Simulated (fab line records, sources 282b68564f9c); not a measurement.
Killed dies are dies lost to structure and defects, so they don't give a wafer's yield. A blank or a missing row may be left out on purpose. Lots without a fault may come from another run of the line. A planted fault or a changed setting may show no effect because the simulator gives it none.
fab line records | flow rit_cmos | part 2 of 2: steps 35 to 36 of 36
record lots=5 wafers=23
route steps=202 shown ACTIVE@8 FOX2@23 NWELL@36 PWELL@41 WELLDRIVE@50 NRETRO@54 GATE@75 REOX@101 NSD@138 M1@202
start_h: hours from the record's first day to the start of the lot's first wafer shown | wait_h: hours since the lot's step before | " the same as in the row above | L1.1+2: a row that stands for several wafers | - no value, or no start given | * or withheld: withheld | < > ~ a bound
route shown NAME@n: a module of which the file shows steps, and the number in the route of the first | usual: mean/standard deviation of fault-free wafers | same: alike in all rows | chamber/n: place in a boat | sites: the reading at each site | _std_site: their standard deviation | _edge_site: outer sites' mean less inner sites' | radius_mm: how far each site lies from the wafer's centre | mask NAME#n: copy n | behind: the tool/chamber that last shaped the wafer | hold: why the lot was held/for how many hours/how that ended | device: the transistor (n, p or np) that didn't switch | end of line: the same wafers' tests at the end of the route | a step without rows: its recipe alone | killed: dies lost to structure and defects at the first sort, not the wafer's yield | map: a wafer's dies, x killed, . not, _ none there
set.NAME: the setting as run; set.NAME@STEP: as run at that earlier step | model.NAME: the simulator's own value behind a step, which no gauge read
lots whose settings were changed on purpose; a table a step, a row a wafer
## steps
# step RIT_NSD_HARDBAKE_07
# recipe resist=NOVOLAK temp_c=140 time_s=60
# columns lot.wafer tool chamber start_h wait_h set.temp_c model.NOVOLAK_of_NSD_COAT_01.thk_nm
L078.1 litho_track-04 0 70.32 0.0 137.6 891.2
L078.3+5 " 0 " " 140 885.8
L078.4 " 0 " " 140 883.8
L078.6 " 0 " " 137.6 889.7
L080.2 litho_track-01 0 82.50 0.0 138.9 891
L080.3 " 0 " " 138.9 891.6
L080.4 " 0 " " 138.9 892.1
L080.5 " 0 " " 140 885.6
L080.6 " 0 " " 140 886.3
L082.1 litho_track-01 0 94.89 0.0 140 881.4
L082.5 " 0 " " 140 881.9
L082.6 " 0 " " 140 882.1
L084.2 litho_track-04 0 103.09 0.0 142.2 876.2
L084.3 " 0 " " 142.2 879.5
L084.4 " 0 " " 142.2 876.8
L084.5 " 0 " " 140 880
L084.6 " 0 " " 140 881.4
L085.1 litho_track-04 0 105.03 0.0 135.9 893.9
L085.2 " 0 " " 135.9 897.7
L085.3 " 0 " " 140 890.6
L085.5 " 0 " " 140 889
L085.6 " 0 " " 140 887.5
# step RIT_M1_PROBE_99
# usual killed_at_contacts=0.0/0.2 killed_at_front_end=7/3.2 killed_dies=7/3.2 killed_open=3.2/2 killed_short=3.6/2.1
# same gross_dies=264 killed_at_M0_to_M3=0 killed_at_M4_up=0 killed_at_back_side=0 killed_at_other=0
# columns lot.wafer tool chamber start_h wait_h set.dose_mj@GATE_EXPOSE_13 set.ox_time_s@REOX_OXIDATION_03 killed_at_contacts killed_at_front_end killed_dies killed_open killed_short model.etest.nmos_0p15.drive_ua_um model.etest.nmos_0p15.r_on_ohm_um model.etest.nmos_0p3.r_on_ohm_um model.etest.npoly_line.line_ohm_um model.etest.pldd.rs_ohm_sq model.etest.pmos_0p15.r_on_ohm_um model.etest.pmos_0p3.r_on_ohm_um model.etest.pmos_turned.r_on_ohm_um
L078.1 prober-02 - 80.22 0.1 380 6088 0 14 14 6 4 505.1 1081 2073 177.4 570.1 2697 6010 3436
L078.3 prober-02 - 80.32 0.2 406.8 6088 0 210 210 4 7 703.6 877.7 1943 286.6 590.7 1981 5612 2781
L078.4 prober-02 - 80.37 0.2 380 6088 0 19 19 5 5 521.8 1071 2050 190.3 569 2645 6011 3406
L078.5 prober-02 - 80.42 0.2 406.8 6088 0 209 209 2 6 - - 1928 293.4 582.5 1920 5603 2703
L078.6 prober-02 - 80.47 0.2 380 6088 0 12 12 2 4 505.7 1089 2055 186.9 595.6 2719 6007 3531
L080.2 prober-02 - 92.23 0.1 407.5 6274 0 221 221 5 5 716.7 874.8 1912 272.1 619.5 2063 5542 2838
L080.3 prober-02 - 92.28 0.2 380 6274 0 6 6 1 5 494 1054 2017 177.1 684.6 2897 6150 3805
L080.4 prober-02 - 92.33 0.2 407.5 6274 0 230 230 3 6 694.2 893.6 1940 268 619.5 2115 5630 2925
L080.5 prober-02 - 92.38 0.2 380 6274 0 3 3 3 0 497.8 1116 2020 172.8 657.4 2878 5994 3720
L080.6 prober-02 - 92.43 0.2 380 6274 0 5 5 5 0 503.5 1030 1985 167.4 648.2 2809 5960 3612
L082.1 prober-02 - 104.56 0.1 380 5580 0 8 8 5 3 452.4 1136 2143 157.1 449.8 2776 6270 3416
L082.5 prober-02 - 104.76 0.2 380 5580 0 10 10 5 5 476 1159 2178 166 449.6 2683 6144 3312
L082.6 prober-02 - 104.81 0.2 380 5580 0 4 4 1 3 448.9 1138 2188 159.3 438.3 2755 6313 3370
L084.2 prober-02 - 113.05 0.1 405.7 6314 0 188 188 9 5 710 834.3 1942 290.6 668.7 2047 5798 2969
L084.3 prober-02 - 113.10 0.2 380 6314 0 14 14 8 6 514.2 1067 2067 183.8 644.1 2796 6180 3652
L084.4 prober-02 - 113.15 0.2 380 6314 0 2 2 1 0 505.7 1074 2081 185.2 664.8 2802 6207 3737
L084.5 prober-02 - 113.20 0.2 405.7 6314 0 186 186 2 4 711.9 853.7 1943 282 628.8 2056 5824 2907
L084.6 prober-02 - 113.25 0.2 380 6314 0 10 10 2 8 493.9 1096 2107 176.5 651.1 2878 6223 3753
L085.1 prober-01 - 116.09 0.1 380 5968 0 6 6 1 5 452.8 1171 2182 173.5 596.9 2970 6528 3803
L085.2 prober-01 - 116.14 0.1 380 5968 0 7 7 4 3 463.8 1196 2207 177 578.1 2935 6434 3656
L085.3 prober-01 - 116.19 0.2 380 5968 0 8 8 3 5 455.4 1144 2149 163.7 545.5 2887 6454 3646
L085.5 prober-01 - 116.29 0.2 358.9 5968 1 241 242 3 7 365.7 1392 2312 130.3 600.7 3768 6931 4526
L085.6 prober-01 - 116.34 0.2 358.9 5968 0 226 226 1 2 359 1461 2374 122.8 572.8 3798 7073 4563
# killed by level:class
L078.1 REOX:geometric_particle:short=4 GATE:area_etch=4 FOX1:geometric_particle:open=2 REOX:geometric_particle:open=2 GATE:geometric_particle:open=1 SPACER:geometric_particle:open=1
L078.3 GATE:area_expose=190 GATE:area_etch=9 SILICIDE:geometric_particle:short=3 REOX:geometric_particle:short=2 ACTIVE:geometric_particle:open=1 FOX2:geometric_particle:open=1 GATE:geometric_particle:short=1 GATE:geometric_particle:open=1
L078.4 GATE:area_etch=9 REOX:geometric_particle:short=2 SPACER:geometric_particle:short=2 ACTIVE:geometric_particle:open=1 FOX1:geometric_particle:open=1 FOX2:geometric_particle:open=1 GATE:geometric_particle:open=1 GATE:geometric_particle:short=1
L078.5 GATE:area_expose=198 GATE:area_etch=3 FOX1:geometric_particle:short=2 REOX:geometric_particle:short=2 FOX1:geometric_particle:open=1 GATE:geometric_particle:open=1 GATE:geometric_particle:short=1 SPACER:geometric_particle:short=1
L078.6 GATE:area_etch=6 REOX:geometric_particle:open=2 SPACER:geometric_particle:short=2 FOX2:geometric_particle:short=1 REOX:geometric_particle:short=1
L080.2 GATE:area_expose=210 GATE:geometric_particle:short=4 GATE:geometric_particle:open=4 SPACER:geometric_particle:open=1 SPACER:geometric_particle:short=1 PWELL:coat_microbubble_printed=1
L080.3 GATE:geometric_particle:short=3 REOX:geometric_particle:short=2 GATE:geometric_particle:open=1
L080.4 GATE:area_expose=220 GATE:geometric_particle:short=2 GATE:geometric_particle:open=2 REOX:geometric_particle:short=2 FOX1:geometric_particle:open=1 FOX1:geometric_particle:short=1 SPACER:geometric_particle:short=1 PWELL:coat_microbubble_printed=1
L080.5 SILICIDE:geometric_particle:open=3
L080.6 SILICIDE:geometric_particle:open=2 GATE:geometric_particle:open=2 FOX1:geometric_particle:open=1
L082.1 FOX2:geometric_particle:open=2 GATE:geometric_particle:short=2 GATE:geometric_particle:open=1 SPACER:geometric_particle:open=1 SPACER:geometric_particle:short=1 SILICIDE:geometric_particle:open=1
L082.5 GATE:geometric_particle:short=2 FOX1:geometric_particle:open=1 FOX1:geometric_particle:short=1 FOX2:geometric_particle:short=1 FOX2:geometric_particle:open=1 GATE:geometric_particle:open=1 SPACER:geometric_particle:open=1 SILICIDE:geometric_particle:short=1
L082.6 GATE:geometric_particle:short=2 SPACER:geometric_particle:open=1 SILICIDE:geometric_particle:short=1
L084.2 GATE:area_expose=174 GATE:geometric_particle:short=4 GATE:geometric_particle:open=4 REOX:geometric_particle:open=2 SPACER:geometric_particle:open=2 FOX1:geometric_particle:open=1 SPACER:geometric_particle:short=1
L084.3 GATE:geometric_particle:open=3 FOX2:geometric_particle:open=2 GATE:geometric_particle:short=2 SPACER:geometric_particle:open=2 SPACER:geometric_particle:short=2 FOX2:geometric_particle:short=1 REOX:geometric_particle:short=1 SILICIDE:geometric_particle:open=1
L084.4 SILICIDE:geometric_particle:open=1 GATE:coat_microbubble_printed=1
L084.5 GATE:area_expose=180 GATE:geometric_particle:short=2 SILICIDE:geometric_particle:short=2 GATE:geometric_particle:open=1 REOX:geometric_particle:open=1
L084.6 GATE:geometric_particle:short=4 SPACER:geometric_particle:short=2 SILICIDE:geometric_particle:short=2 GATE:geometric_particle:open=1 SPACER:geometric_particle:open=1
L085.1 FOX2:geometric_particle:short=2 REOX:geometric_particle:short=2 GATE:geometric_particle:open=1 SPACER:geometric_particle:short=1
L085.2 GATE:geometric_particle:open=2 FOX1:geometric_particle:open=1 FOX1:geometric_particle:short=1 GATE:geometric_particle:short=1 REOX:geometric_particle:open=1 SPACER:geometric_particle:short=1
L085.3 GATE:geometric_particle:short=2 SILICIDE:geometric_particle:open=2 GATE:geometric_particle:open=1 REOX:geometric_particle:short=1 SPACER:geometric_particle:short=1 SILICIDE:geometric_particle:short=1
L085.5 GATE:area_expose=232 GATE:geometric_particle:short=3 FOX1:geometric_particle:short=2 FOX2:geometric_particle:open=1 GATE:geometric_particle:open=1 REOX:geometric_particle:short=1 SILICIDE:geometric_particle:short=1 CONTACT:geometric_particle:open=1
L085.6 GATE:area_expose=223 FOX1:geometric_particle:open=1 FOX1:geometric_particle:short=1 GATE:geometric_particle:short=1
## key
split step=RIT_ACTIVE_SOFTBAKE_07 setting=temp_c stated=90 by=wafer
response step=RIT_ACTIVE_DEVELOP_10 reading=model.NOVOLAK_of_ACTIVE_COAT_06.thk_nm change=-2.44 per=1% r=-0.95
split step=RIT_ACTIVE_DEVELOP_10 setting=develop_time_s stated=50 by=wafer
response step=RIT_ACTIVE_CD_MEAS_11 reading=cd_nm change=-1.02 per=1% r=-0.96
response step=RIT_ACTIVE_ETCH_13 reading=model.ACTIVE.cd_nm change=-1.04 per=1% r=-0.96
response step=RIT_ACTIVE_CD_MEAS_90 reading=cd_nm change=-1.03 per=1% r=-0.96
split step=RIT_FOX2_OXIDATION_00 setting=ox_time_s stated=1130 by=lot
response step=RIT_FOX2_OXIDATION_00 reading=model.SiO2_of_FOX2_OXIDATION_00.thk_nm change=+2.46 per=1% r=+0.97
response step=RIT_FOX2_THK_MEAS_01 reading=FOX2_OXIDE_THK change=+2.46 per=1% r=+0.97
response step=RIT_FOX2_THK_MEAS_90 reading=FIELD_OXIDE_LEFT_1_THK change=+2.45 per=1% r=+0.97
response step=RIT_FOX2_THK_MEAS_91 reading=FIELD_OXIDE_LEFT_2_THK change=+2.7 per=1% r=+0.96
split step=RIT_NWELL_IMPLANT_08 setting=dose_cm2 stated=5e+13 by=wafer
response step=RIT_WELLDRIVE_RS_MEAS_01 reading=NWELL_RS change=-1.65 per=1% r=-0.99
split step=RIT_PWELL_SOFTBAKE_02 setting=temp_c stated=90 by=wafer
response step=RIT_PWELL_DEVELOP_05 reading=model.NOVOLAK_of_PWELL_COAT_01.thk_nm change=-3.38 per=1% r=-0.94
split step=RIT_NRETRO_COAT_01 setting=resist_thk_nm stated=1300 by=wafer
response step=RIT_NRETRO_COAT_01 reading=model.NOVOLAK_of_NRETRO_COAT_01.thk_nm change=+13 per=1% r=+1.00
response step=RIT_NRETRO_HARDBAKE_07 reading=model.NOVOLAK_of_NRETRO_COAT_01.thk_nm change=+11.2 per=1% r=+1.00
split step=RIT_NRETRO_IMPLANT_08 setting=energy_kev stated=70 by=wafer
response step=RIT_NRETRO_IMPLANT_08 reading=model.implant.rp_nm change=+0.878 per=1% r=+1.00
response step=RIT_NRETRO_IMPLANT_08 reading=model.implant.drp_nm change=+0.29 per=1% r=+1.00
split step=RIT_GATE_WET_ETCH_00 setting=time_s stated=60 by=lot
response none clear
split step=RIT_GATE_EXPOSE_13 setting=dose_mj stated=380 by=wafer
response step=RIT_M1_PROBE_99 reading=model.etest.pmos_0p3.r_on_ohm_um change=-65.4 per=1% r=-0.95
response step=RIT_M1_PROBE_99 reading=model.etest.pmos_0p15.r_on_ohm_um change=-116 per=1% r=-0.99
response step=RIT_M1_PROBE_99 reading=model.etest.nmos_0p3.r_on_ohm_um change=-18.7 per=1% r=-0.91
response step=RIT_M1_PROBE_99 reading=model.etest.nmos_0p15.drive_ua_um change=+26.7 per=1% r=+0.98
response step=RIT_M1_PROBE_99 reading=model.etest.pmos_turned.r_on_ohm_um change=-117 per=1% r=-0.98
response step=RIT_M1_PROBE_99 reading=model.etest.npoly_line.line_ohm_um change=+13.4 per=1% r=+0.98
response step=RIT_M1_PROBE_99 reading=model.etest.nmos_0p15.r_on_ohm_um change=-32.7 per=1% r=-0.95
split step=RIT_REOX_OXIDATION_03 setting=ox_time_s stated=5580 by=lot
response step=RIT_REOX_OXIDATION_03 reading=model.SiO2_of_REOX_OXIDATION_03.thk_nm change=+0.218 per=1% r=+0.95
response step=RIT_M1_PROBE_99 reading=model.etest.pldd.rs_ohm_sq change=+15.2 per=1% r=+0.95
split step=RIT_NSD_HARDBAKE_07 setting=temp_c stated=140 by=wafer
response step=RIT_NSD_HARDBAKE_07 reading=model.NOVOLAK_of_NSD_COAT_01.thk_nm change=-2.62 per=1% r=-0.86
